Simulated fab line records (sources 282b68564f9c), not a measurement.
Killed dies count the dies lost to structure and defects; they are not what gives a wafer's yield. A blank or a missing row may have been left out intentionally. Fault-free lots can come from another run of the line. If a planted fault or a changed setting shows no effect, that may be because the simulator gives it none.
Shared-tool check + flow rit cmos + 48 wafers sampled across 14 lots

## WHY IT WAS OPENED
Of 14 lots, 2 have the reading PWELL_TW flagged at RIT_PWELL_TW_MEAS_10. Fault-free wafers read 947, with a standard deviation of 11.
Rule: a lot is flagged in two cases, either no wafer of it has a number, or all its wafers with numbers fall more than 4 standard deviations from that mean. All remaining lots are regarded as sound.

| lot  | measured    | on            | PWELL_TW, wafer by wafer | flag    |
|------|-------------|---------------|--------------------------|---------|
| L503 | day 2 00:11 | film metro-02 | 947 943 947              |         |
| L504 | day 2 05:22 | film metro-02 | 946 946 951              |         |
| L505 | day 2 10:55 | film metro-04 | 944 936 945              |         |
| L506 | day 2 13:29 | film metro-01 | 771 771 771 773 771 774  | FLAGGED |
| L507 | day 2 19:42 | film metro-04 | 750 749 754 753 749 755  | FLAGGED |
| L508 | day 2 23:41 | film metro-01 | 963 961 961              |         |
| L509 | day 3 05:33 | film metro-01 | 967 966 966              |         |
| L515 | day 4 11:31 | film metro-02 | 940 943 941              |         |
| L516 | day 4 16:34 | film metro-01 | 963 962 963              |         |
| L518 | day 5 03:15 | film metro-01 | 963 964 967              |         |
| L523 | day 6 05:31 | film metro-04 | 947 946 941              |         |
| L524 | day 6 10:01 | film metro-01 | 968 965 964              |         |
| L525 | day 6 17:56 | film metro-04 | 941 944 944              |         |
| L526 | day 6 21:59 | film metro-02 | 938 934 935              |         |
The mean of the flagged lots' numbers is 762, -185 from the usual (-17 standard deviations).

## TOOL THAT RAN EACH LOT
The record keeps 1 process step preceding the reading, out of 202 steps on the route. Every cell lists first the tool, next ch and the chambers used by the sampled wafers, and last the start.
| lot  | flag    | RIT_PWELL_IMPLANT_08           |
|------|---------|--------------------------------|
| L503 |         | implanter-02 ch 0, day 1 23:52 |
| L504 |         | implanter-04 ch 0, day 2 05:02 |
| L505 |         | implanter-04 ch 0, day 2 10:36 |
| L506 | FLAGGED | implanter-04 ch 0, day 2 13:11 |
| L507 | FLAGGED | implanter-04 ch 0, day 2 19:23 |
| L508 |         | implanter-02 ch 0, day 2 23:23 |
| L509 |         | implanter-03 ch 0, day 3 05:14 |
| L515 |         | implanter-03 ch 0, day 4 11:13 |
| L516 |         | implanter-03 ch 0, day 4 16:15 |
| L518 |         | implanter-02 ch 0, day 5 02:56 |
| L523 |         | implanter-02 ch 0, day 6 05:12 |
| L524 |         | implanter-04 ch 0, day 6 09:43 |
| L525 |         | implanter-04 ch 0, day 6 17:37 |
| L526 |         | implanter-03 ch 0, day 6 21:40 |
What these steps do:
- RIT_PWELL_IMPLANT_08
- RIT_PWELL_TW_MEAS_10

## FLAGGED AGAINST TOTAL, ONE TOOL AT A TIME (gauges that did the reading follow at the end)
| step                 | tool          | lots run | flagged | share of the flagged lots | sound lots run after its first flagged lot |
|----------------------|---------------|----------|---------|---------------------------|--------------------------------------------|
| RIT_PWELL_IMPLANT_08 | implanter-02  | 4        | 0       | none                      | -                                          |
| RIT_PWELL_IMPLANT_08 | implanter-03  | 4        | 0       | none                      | -                                          |
| RIT_PWELL_IMPLANT_08 | implanter-04  | 6        | 2       | all                       | 2 (L524,L525)                              |
| RIT_PWELL_TW_MEAS_10 | film metro-01 | 6        | 1       | some                      | 5 (L508,L509,L516,L518,L524)               |
| RIT_PWELL_TW_MEAS_10 | film metro-02 | 4        | 0       | none                      | -                                          |
| RIT_PWELL_TW_MEAS_10 | film metro-04 | 4        | 1       | some                      | 2 (L523,L525)                              |

## THE TABLE: WHAT IT ALLOWS
Rows of the table that ran each flagged lot: 1, that is implanter-04 at RIT_PWELL_IMPLANT_08.
- implanter-04 at RIT_PWELL_IMPLANT_08 ran 6 lots, 2 of them flagged. Lots that were sound ran on it after the first flagged one (L524, L525); a persistent fault on the entire tool would not allow that. Its own readings (dose ions cm2, faraday current uA) fall more than 4 standard deviations out on all wafers of the flagged lots.
No row of the table ran every flagged lot and no sound lot after the first.

## WHAT HAD BEEN PUT IN BY THE SIMULATOR
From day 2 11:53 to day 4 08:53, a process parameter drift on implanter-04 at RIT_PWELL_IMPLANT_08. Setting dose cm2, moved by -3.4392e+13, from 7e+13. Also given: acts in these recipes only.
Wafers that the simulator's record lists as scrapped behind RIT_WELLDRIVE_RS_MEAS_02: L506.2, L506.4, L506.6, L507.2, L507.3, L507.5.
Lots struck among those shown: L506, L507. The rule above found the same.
